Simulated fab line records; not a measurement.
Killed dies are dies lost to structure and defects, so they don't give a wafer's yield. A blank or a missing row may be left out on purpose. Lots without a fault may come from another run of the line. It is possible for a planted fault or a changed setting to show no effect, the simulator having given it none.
fab line records -- flow rit_cmos
[record] lots = 5, wafers = 15, last_day = 7
route steps=202 shown PLDD@116 SPACER@125 NSD@131 PSD@142 SDANNEAL@153 SILICIDE@161 M1@202
lots that met no fault: taken from a fault-free run of the same line
start_h: hours from the record's first day to the start of the lot's first wafer shown -- wait_h: hours elapsed since this lot's preceding step -- " unchanged from the row above -- L1.1+2: a single row standing in for several wafers -- - no value present, or no start provided -- * or withheld: withheld -- < > ~ a bound
route shown NAME@n: names a module that has steps shown in the file, with the first one's number in the route -- usual: average and standard deviation across the fault-free wafers -- same: alike in all rows -- chamber/n: place in a boat -- sites: each site's reading -- _std_site: standard deviation across them -- _edge_site: the outer-site mean with the inner-site mean subtracted -- radius_mm: for every site, how far away it sits from the centre of the wafer -- mask NAME#n: copy n -- behind: the last tool/chamber to shape the wafer -- hold: why the lot was held/for how many hours/how that ended -- device: the n, p or np transistor that did not switch -- end of line: the route-end tests of the same wafers -- step lacking rows: just its recipe -- killed: the dies lost at the first sort to structure and to defects; this is not the yield of the wafer -- map: a wafer's dies, x killed, . not, _ none there
set.NAME: the setting as run; set.NAME@STEP: as run at that earlier step -- model.NAME: the simulator's own value behind a step, which no gauge read
a table for each step, a row for each wafer; lots at some steps of the route
services: a tool's chamber out of use, with start hour (start_h, from the record's first day; less than 0 if before it), hours out, and reason
[[steps]]
[step RIT_PLDD_SOFTBAKE_02]
[recipe] resist = NOVOLAK, temp_c = 90, time_s = 60
[step RIT_PLDD_EXPOSE_03]
[recipe] mask_id = M8, na = 0.57, target_cd_nm = 40900, dose_mj = 250
[step RIT_PLDD_PEB_04]
[recipe] resist = NOVOLAK, temp_c = withheld, time_s = withheld
[step RIT_PLDD_DEVELOP_05]
[recipe] resist = NOVOLAK, develop_time_s = 50, dev_temp_c = 23
[step RIT_PLDD_OVL_MEAS_06]
[usual] PLDD_OVL = -0.7/1.5
lot.wafer,tool,chamber,start_h,wait_h,PLDD_OVL[nm]
L908.1,overlay-02,-,43.60,-,-1.7
L908.2,overlay-02,-,43.60,-,-1.2
L908.3,overlay-02,-,43.60,-,-0.4
L916.1,overlay-01,-,84.34,-,1.8
L916.2,overlay-01,-,84.34,-,2.9
L916.3,overlay-01,-,84.34,-,1.0
L920.1,overlay-01,-,111.99,-,1.0
L920.2,overlay-01,-,111.99,-,-1.7
L920.6,overlay-01,-,111.99,-,-0.6
L928.2,overlay-01,-,148.56,-,1.1
L928.4,overlay-01,-,148.56,-,1.4
L928.6,overlay-01,-,148.56,-,0.3
L931.1,overlay-02,-,159.39,-,-0.2
L931.2,overlay-02,-,159.39,-,-0.6
L931.6,overlay-02,-,159.39,-,0.4
[step RIT_PLDD_HARDBAKE_07]
[recipe] resist = NOVOLAK, temp_c = 140, time_s = 60
[step RIT_PLDD_IMPLANT_08]
[recipe] species = BF2, energy_kev = 20, dose_cm2 = 9e+14, tilt_deg = 7
[step RIT_PLDD_STRIP_09]
[recipe] chemistry = O2, time_s = 180, resist = NOVOLAK, platen_temp_c = withheld, power_w = 500, pressure_mtorr = 4000, o2_flow_sccm = 4000
[usual] drypump_motor_current_A = 5.5/0.55, o2_flow_sccm = 4001/13
lot.wafer,tool,chamber,start_h,wait_h,drypump_motor_current_A,o2_flow_sccm,rf_hours_counter_h
L908.1,plasma_asher-01,0,43.94,0.1,5.2,4030,25
L908.2,plasma_asher-01,1,43.94,0.1,4.8,4018,25
L908.3,plasma_asher-01,0,43.94,0.1,5.2,4008,-
L916.1,plasma_asher-02,1,84.68,0.1,6.1,4013,44
L916.2,plasma_asher-02,0,84.68,0.1,5.3,4007,44
L916.3,plasma_asher-02,0,84.68,0.1,5.3,4001,-
L920.1,plasma_asher-01,0,112.32,0.1,5.2,4008,31
L920.2,plasma_asher-01,1,112.32,0.1,4.8,3983,31
L920.6,plasma_asher-01,0,112.32,0.1,5.2,3985,-
L928.2,plasma_asher-03,1,148.89,0.1,5.0,4007,49
L928.4,plasma_asher-03,1,148.89,0.1,5.0,4012,-
L928.6,plasma_asher-03,0,148.89,0.1,6.3,3988,-
L931.1,plasma_asher-02,1,159.73,0.1,6.2,4002,5
L931.2,plasma_asher-02,0,159.73,0.1,5.3,3981,5
L931.6,plasma_asher-02,1,159.73,0.1,6.1,4017,-
[step RIT_PLDD_TW_MEAS_10]
[usual] PLDD_TW = 2343/21
lot.wafer,tool,chamber,start_h,wait_h,PLDD_TW
L908.1,film_metro-01,-,44.11,0.1,2326
L908.2,film_metro-01,-,44.11,0.1,2335
L908.3,film_metro-01,-,44.11,0.1,2352
L916.1,film_metro-02,-,84.85,0.1,2378
L916.2,film_metro-02,-,84.85,0.1,2384
L916.3,film_metro-02,-,84.85,0.1,2373
L920.1,film_metro-03,-,112.50,0.1,2339
L920.2,film_metro-03,-,112.50,0.1,2341
L920.6,film_metro-03,-,112.50,0.1,2329
L928.2,film_metro-02,-,149.07,0.1,2346
L928.4,film_metro-02,-,149.07,0.1,2348
L928.6,film_metro-02,-,149.07,0.1,2361
L931.1,film_metro-01,-,159.91,0.1,2307
L931.2,film_metro-01,-,159.91,0.1,2311
L931.6,film_metro-01,-,159.91,0.1,2323
[step RIT_SPACER_CLEAN_00]
[recipe] chemistry = SC1, mix = 3:3:50, time_s = 600, temp_c = 75
[step RIT_SPACER_CLEAN_01]
[recipe] chemistry = dHF, dilution = 50:1, time_s = 30
[step RIT_SPACER_CLEAN_02]
[recipe] chemistry = SC2, mix = 3:3:50, time_s = 600, temp_c = 75, dry = n2_spin
[step RIT_SPACER_CVD_03]
[recipe] material = Si3N4, target_thk_nm = 250, temp_c = 810, precursor = SiH2Cl2/NH3, time_s = 3300, pressure_mtorr = 300, sih2cl2_flow_sccm = 60, nh3_flow_sccm = 150
[usual] spike_tc_source_C = 831.7/2.7
lot.wafer,tool,chamber,start_h,wait_h,spike_tc_source_C,model.Si3N4_of_SPACER_CVD_03.thk_nm
L908.1,lpcvd-02,0,44.54,0.0,833.6,252.8
L908.2,lpcvd-02,0,44.54,0.0,831.1,251.7
L908.3,lpcvd-02,0,44.54,0.0,832.6,247.8
L916.1,lpcvd-01,1,85.35,0.0,835.9,247.5
L916.2,lpcvd-01,1,85.35,0.0,832.6,249.7
L916.3,lpcvd-01,1,85.35,0.0,836.4,250.4
L920.1,lpcvd-02,0,112.92,0.0,831.5,253.4
L920.2,lpcvd-02,0,112.92,0.0,830.4,249.9
L920.6,lpcvd-02,0,112.92,0.0,831.6,250
L928.2,lpcvd-02,0,149.51,0.0,829.3,194.5
L928.4,lpcvd-02,0,149.51,0.0,830.4,193.6
L928.6,lpcvd-02,0,149.51,0.0,831.6,194.2
L931.1,lpcvd-02,1,160.36,0.0,830.6,252.9
L931.2,lpcvd-02,1,160.36,0.0,830.9,254.1
L931.6,lpcvd-02,1,160.36,0.0,831.0,251.9
[step RIT_SPACER_THK_MEAS_04]
[recipe] reads = Si3N4_of_SPACER_CVD_03
[usual] SPACER_NITRIDE_THK = 250.7/2.1
lot.wafer,tool,chamber,start_h,wait_h,hold,SPACER_NITRIDE_THK[nm]
L908.1,film_metro-01,-,46.46,0.0,-,252.9
L908.2,film_metro-01,-,46.46,0.0,-,251.6
L908.3,film_metro-01,-,46.46,0.0,-,248.0
L916.1,film_metro-04,-,87.26,0.0,-,247.5
L916.2,film_metro-04,-,87.26,0.0,-,249.7
L916.3,film_metro-04,-,87.26,0.0,-,250.3
L920.1,film_metro-02,-,114.84,0.0,-,253.3
L920.2,film_metro-02,-,114.84,0.0,-,249.6
L920.6,film_metro-02,-,114.84,0.0,-,250.1
L928.2,film_metro-04,-,151.43,0.0,await_dispo/0.2h/release,194.6
L928.4,film_metro-04,-,151.43,0.0,await_dispo/0.2h/release,193.4
L928.6,film_metro-04,-,151.43,0.0,await_dispo/0.2h/release,194.3
L928.2,film_metro-04,-,151.66,0.2,-,194.5
L928.4,film_metro-04,-,151.66,0.2,-,193.8
L928.6,film_metro-04,-,151.66,0.2,-,194.4
L931.1,film_metro-04,-,162.28,0.0,-,252.8
L931.2,film_metro-04,-,162.28,0.0,-,254.0
L931.6,film_metro-04,-,162.28,0.0,-,252.0
[step RIT_SPACER_ETCHBACK_05]
[recipe] target_depth_a = 2500, SF6_flow_sccm = 30, CHF3_flow_sccm = 30, target = Si3N4, chemistry = SF6/CHF3, pressure_mtorr = 40, rf_w = 250, time_s = 240, stop_on = SiO2
[usual] drypump_motor_current_A = 5.6/0.49, oes_product_au = 0.850/0.013, rf_fwd_power_W = 249.3/0.76, throttle_valve_pct = 10.30/0.17
lot.wafer,tool,chamber,start_h,wait_h,hold,drypump_motor_current_A,oes_product_au,rf_fwd_power_W,rf_hours_counter_h,throttle_valve_pct,model.etch.depth_nm
L908.1,rie_diel-02,3,46.52,0.1,-,5.0,0.851,250.5,164,10.13,252.8
L908.2,rie_diel-02,0,46.52,0.1,-,5.2,0.841,250.4,41,10.37,251.7
L908.3,rie_diel-02,1,46.52,0.1,-,5.3,0.850,249.4,20,9.99,247.8
L916.1,rie_diel-04,1,87.32,0.1,-,5.9,0.860,248.8,136,10.34,247.5
L916.2,rie_diel-04,0,87.32,0.1,-,5.1,0.862,248.8,162,10.33,249.7
L916.3,rie_diel-04,2,87.32,0.1,-,6.1,0.857,249.4,164,10.44,250.4
L920.1,rie_diel-03,0,114.90,0.1,-,6.0,0.870,249.8,2,10.51,253.4
L920.2,rie_diel-03,1,114.90,0.1,-,5.7,0.867,248.4,116,10.61,249.9
L920.6,rie_diel-03,1,114.90,0.1,-,5.7,0.869,248.3,-,10.60,250
L928.2,rie_diel-04,1,153.95,2.3,await_dispo/2.2h/release,5.9,0.733,248.5,137,10.30,194.5
L928.4,rie_diel-04,3,153.95,2.3,await_dispo/2.2h/release,5.6,0.708,249.6,0,10.36,193.6
L928.6,rie_diel-04,1,153.95,2.3,await_dispo/2.2h/release,5.9,0.731,249.4,-,10.31,194.2
L931.1,rie_diel-02,0,162.34,0.1,-,5.2,0.846,248.9,43,10.36,252.9
L931.2,rie_diel-02,1,162.34,0.1,-,5.3,0.860,250.4,22,9.97,254.1
L931.6,rie_diel-02,1,162.34,0.1,-,5.3,0.852,249.9,-,9.97,251.9
[step RIT_NSD_HMDS_00]
[recipe] prime_time_s = 60, prime_temp_c = 140
[step RIT_NSD_COAT_01]
[recipe] resist = NOVOLAK, spin_rpm = 3250, resist_thk_nm = 1000
[step RIT_NSD_SOFTBAKE_02]
[recipe] resist = NOVOLAK, temp_c = 90, time_s = 60
[step RIT_NSD_EXPOSE_03]
[recipe] mask_id = M9, na = 0.57, target_cd_nm = 40700, dose_mj = 250
[step RIT_NSD_PEB_04]
[recipe] resist = NOVOLAK, temp_c = withheld, time_s = withheld
[step RIT_NSD_DEVELOP_05]
[recipe] resist = NOVOLAK, develop_time_s = 50, dev_temp_c = 23
[step RIT_NSD_OVL_MEAS_06]
[usual] NSD_OVL = -0.1/1.4
lot.wafer,tool,chamber,start_h,wait_h,NSD_OVL[nm]
L908.1,overlay-01,-,47.64,-,-1.3
L908.2,overlay-01,-,47.64,-,-2.1
L908.3,overlay-01,-,47.64,-,-3.2
L916.1,overlay-01,-,88.32,-,2.1
L916.2,overlay-01,-,88.32,-,2.3
L916.3,overlay-01,-,88.32,-,1.5
L920.1,overlay-01,-,115.90,-,1.4
L920.2,overlay-01,-,115.90,-,0.0
L920.6,overlay-01,-,115.90,-,1.6
L928.2,overlay-01,-,155.25,-,-0.5
L928.4,overlay-01,-,155.25,-,-0.9
L928.6,overlay-01,-,155.25,-,1.0
L931.1,overlay-02,-,163.47,-,-0.9
L931.2,overlay-02,-,163.47,-,-0.2
L931.6,overlay-02,-,163.47,-,0.6
[step RIT_NSD_HARDBAKE_07]
[recipe] resist = NOVOLAK, temp_c = 140, time_s = 60
[step RIT_NSD_IMPLANT_08]
[recipe] species = P, energy_kev = 25, dose_cm2 = 1e+15, tilt_deg = 7
[step RIT_NSD_STRIP_09]
[recipe] chemistry = O2, time_s = 180, resist = NOVOLAK, platen_temp_c = withheld, power_w = 500, pressure_mtorr = 4000, o2_flow_sccm = 4000
[usual] drypump_motor_current_A = 5.4/0.63, o2_flow_sccm = 3999/12
lot.wafer,tool,chamber,start_h,wait_h,drypump_motor_current_A,o2_flow_sccm,rf_hours_counter_h
L908.1,plasma_asher-03,1,47.98,0.1,5.0,3999,39
L908.2,plasma_asher-03,0,47.98,0.1,6.3,4003,39
L908.3,plasma_asher-03,1,47.98,0.1,5.0,4005,-
L916.1,plasma_asher-03,0,88.66,0.1,6.3,4012,43
L916.2,plasma_asher-03,1,88.66,0.1,5.0,4012,43
L916.3,plasma_asher-03,0,88.66,0.1,6.2,3996,-
L920.1,plasma_asher-03,1,116.24,0.1,5.0,3995,45
L920.2,plasma_asher-03,0,116.24,0.1,6.2,4005,45
L920.6,plasma_asher-03,1,116.24,0.1,5.0,3994,-
L928.2,plasma_asher-01,0,155.82,0.1,5.2,3994,36
L928.4,plasma_asher-01,1,155.82,0.1,4.8,3994,-
L928.6,plasma_asher-01,1,155.82,0.1,4.8,3988,-
L931.1,plasma_asher-03,0,163.80,0.1,6.3,3987,51
L931.2,plasma_asher-03,1,163.80,0.1,5.1,3993,51
L931.6,plasma_asher-03,0,163.80,0.1,6.3,4016,-
[step RIT_NSD_TW_MEAS_10]
[usual] NSD_TW = 3115/28
lot.wafer,tool,chamber,start_h,wait_h,NSD_TW
L908.1,film_metro-03,-,48.15,0.1,3087
L908.2,film_metro-03,-,48.15,0.1,3096
L908.3,film_metro-03,-,48.15,0.1,3092
L916.1,film_metro-01,-,88.83,0.1,3102
L916.2,film_metro-01,-,88.83,0.1,3095
L916.3,film_metro-01,-,88.83,0.1,3090
L920.1,film_metro-02,-,116.41,0.1,3161
L920.2,film_metro-02,-,116.41,0.1,3148
L920.6,film_metro-02,-,116.41,0.1,3140
L928.2,film_metro-01,-,156.00,0.1,3086
L928.4,film_metro-01,-,156.00,0.1,3084
L928.6,film_metro-01,-,156.00,0.1,3065
L931.1,film_metro-02,-,163.98,0.1,3135
L931.2,film_metro-02,-,163.98,0.1,3115
L931.6,film_metro-02,-,163.98,0.1,3134
[step RIT_PSD_HMDS_00]
[recipe] prime_time_s = 60, prime_temp_c = 140
[step RIT_PSD_COAT_01]
[recipe] resist = NOVOLAK, spin_rpm = 3250, resist_thk_nm = 1000
[step RIT_PSD_SOFTBAKE_02]
[recipe] resist = NOVOLAK, temp_c = 90, time_s = 60
[step RIT_PSD_EXPOSE_03]
[recipe] mask_id = M10, na = 0.57, target_cd_nm = 40900, dose_mj = 250
[step RIT_PSD_PEB_04]
[recipe] resist = NOVOLAK, temp_c = withheld, time_s = withheld
[step RIT_PSD_DEVELOP_05]
[recipe] resist = NOVOLAK, develop_time_s = 50, dev_temp_c = 23
[step RIT_PSD_OVL_MEAS_06]
[usual] PSD_OVL = -0.7/1.6
lot.wafer,tool,chamber,start_h,wait_h,PSD_OVL[nm]
L908.1,overlay-02,-,49.06,-,-1.2
L908.2,overlay-02,-,49.06,-,-1.8
L908.3,overlay-02,-,49.06,-,-3.6
L916.1,overlay-01,-,89.74,-,-2.2
L916.2,overlay-01,-,89.74,-,-2.5
L916.3,overlay-01,-,89.74,-,-2.7
L920.1,overlay-02,-,117.32,-,-3.9
L920.2,overlay-02,-,117.32,-,-2.3
L920.6,overlay-02,-,117.32,-,-3.3
L928.2,overlay-01,-,157.09,-,-0.1
L928.4,overlay-01,-,157.09,-,0.4
L928.6,overlay-01,-,157.09,-,-0.1
L931.1,overlay-02,-,164.98,-,-1.4
L931.2,overlay-02,-,164.98,-,-0.3
L931.6,overlay-02,-,164.98,-,-0.3
[step RIT_PSD_HARDBAKE_07]
[recipe] resist = NOVOLAK, temp_c = 140, time_s = 60
[step RIT_PSD_IMPLANT_08]
[recipe] species = BF2, energy_kev = 27, dose_cm2 = 5e+15, tilt_deg = 7
[step RIT_PSD_STRIP_09]
[recipe] chemistry = O2, time_s = 180, resist = NOVOLAK, platen_temp_c = withheld, power_w = 500, pressure_mtorr = 4000, o2_flow_sccm = 4000
[usual] drypump_motor_current_A = 5.6/0.64, o2_flow_sccm = 3999/11
lot.wafer,tool,chamber,start_h,wait_h,drypump_motor_current_A,o2_flow_sccm,rf_hours_counter_h
L908.1,plasma_asher-04,0,49.40,0.1,5.0,3966,42
L908.2,plasma_asher-04,1,49.40,0.1,6.5,4018,42
L908.3,plasma_asher-04,0,49.40,0.1,4.9,3991,-
L916.1,plasma_asher-02,1,90.08,0.1,6.2,4000,45
L916.2,plasma_asher-02,0,90.08,0.1,5.3,3982,45
L916.3,plasma_asher-02,0,90.08,0.1,5.3,4020,-
L920.1,plasma_asher-04,1,117.66,0.1,6.6,3975,48
L920.2,plasma_asher-04,0,117.66,0.1,5.0,4001,48
L920.6,plasma_asher-04,1,117.66,0.1,6.6,3992,-
L928.2,plasma_asher-04,1,157.83,0.4,6.5,3986,53
L928.4,plasma_asher-04,1,157.83,0.4,6.5,4009,-
L928.6,plasma_asher-04,0,157.83,0.4,5.0,4008,-
L931.1,plasma_asher-02,0,165.34,0.1,5.3,4012,6
L931.2,plasma_asher-02,1,165.34,0.1,6.2,4000,6
L931.6,plasma_asher-02,0,165.34,0.1,5.3,4005,-
[step RIT_PSD_TW_MEAS_10]
[usual] PSD_TW = 3409/33
lot.wafer,tool,chamber,start_h,wait_h,PSD_TW
L908.1,film_metro-02,-,49.57,0.1,3466
L908.2,film_metro-02,-,49.57,0.1,3478
L908.3,film_metro-02,-,49.57,0.1,3470
L916.1,film_metro-03,-,90.25,0.1,3397
L916.2,film_metro-03,-,90.25,0.1,3402
L916.3,film_metro-03,-,90.25,0.1,3386
L920.1,film_metro-02,-,117.83,0.1,3447
L920.2,film_metro-02,-,117.83,0.1,3459
L920.6,film_metro-02,-,117.83,0.1,3451
L928.2,film_metro-03,-,158.05,0.2,3426
L928.4,film_metro-03,-,158.05,0.2,3398
L928.6,film_metro-03,-,158.05,0.2,3412
L931.1,film_metro-03,-,165.51,0.1,3414
L931.2,film_metro-03,-,165.51,0.1,3393
L931.6,film_metro-03,-,165.51,0.1,3391
[step RIT_SDANNEAL_CLEAN_00]
[recipe] chemistry = SC1, mix = 3:3:50, time_s = 600, temp_c = 75
[step RIT_SDANNEAL_CLEAN_01]
[recipe] chemistry = dHF, dilution = 50:1, time_s = 30
[step RIT_SDANNEAL_CLEAN_02]
[recipe] chemistry = SC2, mix = 3:3:50, time_s = 600, temp_c = 75, dry = n2_spin
[step RIT_SDANNEAL_RTA_03]
[recipe] temp_c = 1050, time_s = 5, idle_temp_c = 600, ramp_up_c_per_s = 342, ramp_down_c_per_s = 171, cool_to_c = 600, ambient = N2
[usual] wafer_temp_C_max = 1053.5/1.2
lot.wafer,tool,chamber,start_h,wait_h,wafer_temp_C_max
L908.1,rtp_anneal-01,0,50.00,0.0,1053.3
L908.2,rtp_anneal-01,0,50.00,0.0,1053.8
L908.3,rtp_anneal-01,0,50.00,0.0,1053.3
L916.1,rtp_anneal-01,0,90.71,0.0,1055.3
L916.2,rtp_anneal-01,0,90.71,0.0,1052.9
L916.3,rtp_anneal-01,0,90.71,0.0,1052.8
L920.1,rtp_anneal-01,0,118.26,0.0,1053.7
L920.2,rtp_anneal-01,0,118.26,0.0,1056.3
L920.6,rtp_anneal-01,0,118.26,0.0,1053.9
L928.2,rtp_anneal-01,0,158.66,0.0,1053.6
L928.4,rtp_anneal-01,0,158.66,0.0,1054.0
L928.6,rtp_anneal-01,0,158.66,0.0,1052.1
L931.1,rtp_anneal-02,0,165.94,0.0,1052.6
L931.2,rtp_anneal-02,0,165.94,0.0,1051.3
L931.6,rtp_anneal-02,0,165.94,0.0,1054.8
[step RIT_SDANNEAL_RS_MEAS_04]
[recipe] thk_meas_gauge = four-point-probe
[usual] PSD_RS = 115.7/0.33
lot.wafer,tool,chamber,start_h,wait_h,PSD_RS[ohm/sq]
L908.1,film_metro-03,-,50.06,0.0,115.6
L908.2,film_metro-03,-,50.06,0.0,116.1
L908.3,film_metro-03,-,50.06,0.0,115.8
L916.1,film_metro-03,-,90.77,0.0,115.9
L916.2,film_metro-03,-,90.77,0.0,115.8
L916.3,film_metro-03,-,90.77,0.0,115.9
L920.1,film_metro-03,-,118.38,0.1,115.7
L920.2,film_metro-03,-,118.38,0.1,115.8
L920.6,film_metro-03,-,118.38,0.1,115.7
L928.2,film_metro-03,-,158.73,0.1,115.5
L928.4,film_metro-03,-,158.73,0.1,115.9
L928.6,film_metro-03,-,158.73,0.1,115.4
L931.1,film_metro-02,-,166.00,0.0,115.6
L931.2,film_metro-02,-,166.00,0.0,115.6
L931.6,film_metro-02,-,166.00,0.0,115.8
[step RIT_SILICIDE_WET_ETCH_00]
[recipe] chemistry = BOE, target = SiO2, target_depth_nm = 14, time_s = 15, dry = n2_spin, dilution = 10:1, temp_c = 21.5
lot.wafer,tool,chamber,start_h,wait_h,model.Si3N4_of_SPACER_CVD_03.thk_nm
L908.1,wet_bench-02,0,50.54,0.1,197.6
L908.2,wet_bench-02,0,50.54,0.1,196.4
L908.3,wet_bench-02,0,50.54,0.1,192.8
L916.1,wet_bench-03,2,91.25,0.1,192.4
L916.2,wet_bench-03,2,91.25,0.1,194.2
L916.3,wet_bench-03,2,91.25,0.1,194.1
L920.1,wet_bench-02,3,118.86,0.1,197.9
L920.2,wet_bench-02,3,118.86,0.1,194.5
L920.6,wet_bench-02,3,118.86,0.1,194.1
L928.2+4,wet_bench-03,1,159.29,0.1,151
L928.6,wet_bench-03,1,159.29,0.1,150.6
L931.1,wet_bench-03,1,166.48,0.1,197.8
L931.2,wet_bench-03,1,166.48,0.1,197.7
L931.6,wet_bench-03,1,166.48,0.1,195.2
[step RIT_M1_PROBE_99]
[usual] killed_at_front_end = 6.6/2.7, killed_dies = 6.6/2.7, killed_open = 3.3/1.8, killed_short = 3.4/1.9
[same] gross_dies = 264, killed_at_M0_to_M3 = 0, killed_at_M4_up = 0, killed_at_back_side = 0, killed_at_contacts = 0, killed_at_other = 0
lot.wafer,tool,chamber,start_h,wait_h,hold,killed_at_front_end,killed_dies,killed_open,killed_short
L908.1,prober-01,-,57.54,0.1,-,3,3,2,1
L908.2,prober-01,-,57.59,0.1,-,6,6,2,4
L908.3,prober-01,-,57.64,0.2,-,4,4,2,2
L916.1,prober-01,-,99.09,0.1,-,8,8,3,5
L916.2,prober-01,-,99.14,0.1,-,7,7,4,3
L916.3,prober-01,-,99.19,0.2,-,6,6,5,1
L920.1,prober-01,-,125.93,0.1,-,6,6,3,3
L920.2,prober-01,-,125.98,0.1,-,6,6,3,3
L920.6,prober-01,-,126.18,0.2,-,7,7,1,6
L928.2,prober-01,-,170.34,3.0,await_dispo/2.9h/release,9,9,5,4
L928.4,prober-01,-,170.44,3.1,await_dispo/2.9h/release,9,9,5,4
L928.6,prober-01,-,170.54,3.1,await_dispo/2.9h/release,10,10,5,5
L931.1,prober-02,-,173.53,0.1,-,6,6,4,2
L931.2,prober-02,-,173.58,0.1,-,7,7,4,3
L931.6,prober-02,-,173.78,0.2,-,4,4,2,2
// killed by level:class
L908.1 GATE:geometric_particle:open=1 SPACER:geometric_particle:short=1 SILICIDE:geometric_particle:open=1
L908.2 FOX1:geometric_particle:short=1 FOX1:geometric_particle:open=1 GATE:geometric_particle:short=1 GATE:geometric_particle:open=1 REOX:geometric_particle:short=1 SILICIDE:geometric_particle:short=1
L908.3 REOX:geometric_particle:open=2 GATE:geometric_particle:short=1 REOX:geometric_particle:short=1
L916.1 FOX1:geometric_particle:short=1 FOX1:geometric_particle:open=1 GATE:geometric_particle:short=1 REOX:geometric_particle:open=1 REOX:geometric_particle:short=1 SPACER:geometric_particle:open=1 SPACER:geometric_particle:short=1 SILICIDE:geometric_particle:short=1
L916.2 FOX1:geometric_particle:open=1 FOX1:geometric_particle:short=1 GATE:geometric_particle:open=1 GATE:geometric_particle:short=1 REOX:geometric_particle:short=1 REOX:geometric_particle:open=1 SILICIDE:geometric_particle:open=1
L916.3 GATE:geometric_particle:open=2 FOX1:geometric_particle:open=1 GATE:geometric_particle:short=1 REOX:geometric_particle:open=1 SPACER:geometric_particle:open=1
L920.1 GATE:geometric_particle:open=2 SPACER:geometric_particle:short=2 GATE:geometric_particle:short=1 SILICIDE:geometric_particle:open=1
L920.2 FOX1:geometric_particle:open=2 ACTIVE:geometric_particle:short=1 GATE:geometric_particle:short=1 SPACER:geometric_particle:short=1 SPACER:geometric_particle:open=1
L920.6 SPACER:geometric_particle:short=2 FOX1:geometric_particle:short=1 FOX2:geometric_particle:short=1 GATE:geometric_particle:short=1 GATE:geometric_particle:open=1 REOX:geometric_particle:short=1
L928.2 REOX:geometric_particle:short=3 FOX1:geometric_particle:open=2 GATE:geometric_particle:open=1 GATE:geometric_particle:short=1 REOX:geometric_particle:open=1 SPACER:geometric_particle:open=1
L928.4 GATE:geometric_particle:open=3 REOX:geometric_particle:short=2 REOX:geometric_particle:open=2 FOX2:geometric_particle:short=1 GATE:geometric_particle:short=1
L928.6 SPACER:geometric_particle:open=3 SPACER:geometric_particle:short=2 ACTIVE:geometric_particle:short=1 FOX1:geometric_particle:short=1 GATE:geometric_particle:short=1 GATE:geometric_particle:open=1 REOX:geometric_particle:open=1
L931.1 SPACER:geometric_particle:open=2 GATE:geometric_particle:open=1 GATE:geometric_particle:short=1 SPACER:geometric_particle:short=1 SILICIDE:geometric_particle:open=1
L931.2 FOX1:geometric_particle:open=1 GATE:geometric_particle:open=1 REOX:geometric_particle:open=1 REOX:geometric_particle:short=1 SPACER:geometric_particle:short=1 SPACER:geometric_particle:open=1 SILICIDE:geometric_particle:short=1
L931.6 FOX2:geometric_particle:open=2 FOX2:geometric_particle:short=1 GATE:geometric_particle:short=1
// map L928.6 (x killed, . not)
________......._______
_____.............____
____.x...x.x.x.....___
___.................__
__......x............_
__.....x............._
_..............x......
_.....................
_.....................
_..............x.....x
__..................._
__x.................._
___.................__
____...............___
_____.............____
________......._______
// map L908.2 (x killed, . not)
________......._______
_____.............____
____......x........___
___.........x.......__
__..................._
__..................._
_x....................
_.....................
_.x...................
_.....................
__..................._
__x.................._
___...........x.....__
____...............___
_____.............____
________......._______
[[services]]
tool,chamber,start_h,hours,kind
rie_diel-03,0,20.97,8.3,repair
rie_diel-04,0,21.44,8.9,repair
plasma_asher-04,-,39.45,0.6,repair
rie_diel-04,-,46.30,14.6,pm
rie_diel-03,2,49.00,5.9,repair
plasma_asher-01,-,73.99,2.6,repair
rie_diel-02,3,76.76,-,clean
rie_diel-02,3,76.76,18.9,scheduled_down
rie_diel-02,3,76.76,18.9,vent_cycle
rie_diel-02,-,87.15,0.8,repair
rie_diel-04,0,87.92,-,clean
rie_diel-04,0,87.92,14.5,scheduled_down
rie_diel-04,0,87.92,14.5,vent_cycle
rie_diel-04,2,99.12,2.3,repair
wet_bench-02,-,99.21,6.7,repair
rtp_anneal-01,-,104.43,1.3,pm
plasma_asher-02,-,108.75,9.0,pm
plasma_asher-02,0,108.75,9.0,vent_cycle
plasma_asher-02,1,108.75,9.0,vent_cycle
plasma_asher-03,-,111.94,2.0,repair
plasma_asher-02,0,117.75,-,clean
plasma_asher-02,1,117.75,-,clean
plasma_asher-01,-,137.35,4.3,pm
plasma_asher-03,-,139.40,2.8,pm
[[key]]
[first_sign] step = RIT_SPACER_THK_MEAS_04, reading = visit, direction = added
[effect] step = RIT_SPACER_THK_MEAS_04, reading = SPACER_NITRIDE_THK, direction = down, sigmas = 28, usual = 250.7, struck = 194.1
[effect] step = RIT_SPACER_ETCHBACK_05, reading = oes_product_au, direction = down, sigmas = 9.5, usual = 0.850, struck = 0.724
[effect] step = RIT_M1_PROBE_99, reading = hold, direction = added
[model_effect] step = RIT_SPACER_CVD_03, value = Si3N4_of_SPACER_CVD_03.thk_nm, without = 249.9, struck = 194.1
[model_effect] step = RIT_SPACER_ETCHBACK_05, value = etch.depth_nm, without = 249.9, struck = 194.1
[model_effect] step = RIT_SILICIDE_WET_ETCH_00, value = Si3N4_of_SPACER_CVD_03.thk_nm, without = 194.6, struck = 150.9
met_at RIT_SPACER_CVD_03
struck_wafers L928.2,L928.4,L928.6
tester_left_out L928
onset_between 112.92 149.51
also_fits RIT_PLDD_STRIP_09:plasma_asher-03
[earlier_fault] kind = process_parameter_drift, tool = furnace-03, chamber = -, onset_h = 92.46, steps = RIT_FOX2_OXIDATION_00, channel = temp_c, offset = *, shape = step, end_h = 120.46, acts_in = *, stated = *
[fault] kind = process_parameter_drift, tool = lpcvd-02, chamber = 0, onset_h = 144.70, steps = RIT_SPACER_CVD_03, channel = target_thk_nm, offset = -55.797, shape = step, end_h = 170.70, acts_in = these_recipes_only, stated = 250
// tester_left_out: of these lots the tester's yield and bins aren't shown, on N5 and GAA mostly nor the transistor test; their killed dies are dies lost to structure and defects alone, not to doping, threshold or leakage, so they don't give the yield
